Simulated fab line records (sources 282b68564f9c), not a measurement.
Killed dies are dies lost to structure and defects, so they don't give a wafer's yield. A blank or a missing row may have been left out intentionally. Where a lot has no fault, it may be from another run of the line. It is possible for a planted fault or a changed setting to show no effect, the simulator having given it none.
A sampling plan put to the test / flow rit-cmos / one line in one fab, 12 faults in these records, each fault weighed on the records of the lots it struck
What counts as the plan is the set of the line's own looks, namely the steps on the route at which a gauge or an inspection reads a wafer and does not change it. A look can be judged if struck wafers have a number there and the file gives its usual mean and standard deviation on fault-free wafers. Caught: 4 or more of those standard deviations (sigma) separate the usual mean from the mean of the struck wafers at a look after the fault's first step. On the tool: here the same test is run on the tool's own readings at the fault's steps. If the struck wafers alone have a blank record, or they carry another recipe, that too counts as caught.

== THE FAULTS, as the simulator had put them in ==
1. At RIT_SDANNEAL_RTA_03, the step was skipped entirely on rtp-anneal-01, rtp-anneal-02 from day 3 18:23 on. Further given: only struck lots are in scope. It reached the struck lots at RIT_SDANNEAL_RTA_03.
2. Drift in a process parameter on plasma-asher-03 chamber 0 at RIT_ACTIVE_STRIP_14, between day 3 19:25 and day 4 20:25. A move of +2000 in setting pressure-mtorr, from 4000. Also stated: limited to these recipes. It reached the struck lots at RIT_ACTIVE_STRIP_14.
3. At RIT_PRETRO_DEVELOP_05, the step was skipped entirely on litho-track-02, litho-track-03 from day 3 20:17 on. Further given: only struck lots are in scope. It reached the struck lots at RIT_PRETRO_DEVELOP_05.
4. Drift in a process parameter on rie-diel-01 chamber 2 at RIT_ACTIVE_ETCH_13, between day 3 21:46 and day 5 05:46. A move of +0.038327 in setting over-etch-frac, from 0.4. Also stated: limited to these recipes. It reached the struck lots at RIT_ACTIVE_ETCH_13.
5. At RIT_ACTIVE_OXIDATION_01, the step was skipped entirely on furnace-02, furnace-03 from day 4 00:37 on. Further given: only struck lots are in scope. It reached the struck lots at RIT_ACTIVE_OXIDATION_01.
6. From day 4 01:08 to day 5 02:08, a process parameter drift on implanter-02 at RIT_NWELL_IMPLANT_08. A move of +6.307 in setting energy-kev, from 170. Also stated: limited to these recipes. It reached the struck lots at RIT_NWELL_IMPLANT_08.
7. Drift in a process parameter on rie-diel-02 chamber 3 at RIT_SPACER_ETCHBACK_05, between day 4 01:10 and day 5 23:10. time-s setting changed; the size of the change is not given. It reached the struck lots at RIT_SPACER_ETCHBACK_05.
8. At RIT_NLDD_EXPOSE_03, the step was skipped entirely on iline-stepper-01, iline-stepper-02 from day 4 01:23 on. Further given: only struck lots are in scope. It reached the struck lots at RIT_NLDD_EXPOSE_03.
9. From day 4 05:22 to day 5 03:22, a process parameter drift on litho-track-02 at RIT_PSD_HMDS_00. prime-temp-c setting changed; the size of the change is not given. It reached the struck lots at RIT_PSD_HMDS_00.
10. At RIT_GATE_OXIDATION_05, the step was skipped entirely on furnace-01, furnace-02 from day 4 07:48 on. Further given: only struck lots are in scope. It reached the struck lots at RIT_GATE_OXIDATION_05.
11. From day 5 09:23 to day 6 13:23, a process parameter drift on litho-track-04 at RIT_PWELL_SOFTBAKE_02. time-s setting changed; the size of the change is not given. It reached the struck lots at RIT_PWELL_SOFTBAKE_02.
12. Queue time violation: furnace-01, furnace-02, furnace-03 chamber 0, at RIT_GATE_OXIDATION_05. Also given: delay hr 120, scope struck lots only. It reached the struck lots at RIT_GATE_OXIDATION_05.

== WHAT THE PLAN SAW ==
fault=1; on the tool itself=the tool's record is blank for the struck wafers; first look that catches it=no look after it can be judged; reading, sigma=-; median hours from its first step to that look=-; hours from the fault's start to the first struck lot there=-; judged looks passed uncaught=0
fault=2; on the tool itself=chamber-pressure-mTorr +99 or beyond sigma; first look that catches it=no look after it can be judged; reading, sigma=-; median hours from its first step to that look=-; hours from the fault's start to the first struck lot there=-; judged looks passed uncaught=0
fault=3; on the tool itself=the tool's record is blank for the struck wafers; first look that catches it=no look after it can be judged; reading, sigma=-; median hours from its first step to that look=-; hours from the fault's start to the first struck lot there=-; judged looks passed uncaught=0
fault=4; on the tool itself=under 2 sigma; first look that catches it=no look after it can be judged; reading, sigma=-; median hours from its first step to that look=-; hours from the fault's start to the first struck lot there=-; judged looks passed uncaught=0
fault=5; on the tool itself=the tool's record is blank for the struck wafers; first look that catches it=no look after it can be judged; reading, sigma=-; median hours from its first step to that look=-; hours from the fault's start to the first struck lot there=-; judged looks passed uncaught=0
fault=6; on the tool itself=beam-energy-keV +99 or beyond sigma; first look that catches it=no look after it can be judged; reading, sigma=-; median hours from its first step to that look=-; hours from the fault's start to the first struck lot there=-; judged looks passed uncaught=0
fault=7; on the tool itself=run-length-s -61 sigma; first look that catches it=no look after it can be judged; reading, sigma=-; median hours from its first step to that look=-; hours from the fault's start to the first struck lot there=-; judged looks passed uncaught=0
fault=8; on the tool itself=no reading that can be judged; first look that catches it=no look after it can be judged; reading, sigma=-; median hours from its first step to that look=-; hours from the fault's start to the first struck lot there=-; judged looks passed uncaught=0
fault=9; on the tool itself=prime-temp-c +70 sigma; first look that catches it=not the one look that can be judged after it; reading, sigma=-; median hours from its first step to that look=-; hours from the fault's start to the first struck lot there=-; judged looks passed uncaught=1
fault=10; on the tool itself=the tool's record is blank for the struck wafers; first look that catches it=no look after it can be judged; reading, sigma=-; median hours from its first step to that look=-; hours from the fault's start to the first struck lot there=-; judged looks passed uncaught=0
fault=11; on the tool itself=run-length-s -37 sigma; first look that catches it=no look after it can be judged; reading, sigma=-; median hours from its first step to that look=-; hours from the fault's start to the first struck lot there=-; judged looks passed uncaught=0
fault=12; on the tool itself=under 2 sigma; first look that catches it=not the one look that can be judged after it; reading, sigma=-; median hours from its first step to that look=-; hours from the fault's start to the first struck lot there=-; judged looks passed uncaught=1
A dash: the fault is not caught, or the number is missing from these records.

Caught at a look: 0 of 12. Caught on the tool: 9 of 12. By one or the other: 9 of 12.
On the tool alone, faults 1, 2, 3, 5, 6, 7, 9, 10, 11 were caught.
Caught by neither: faults 4, 8, 12.
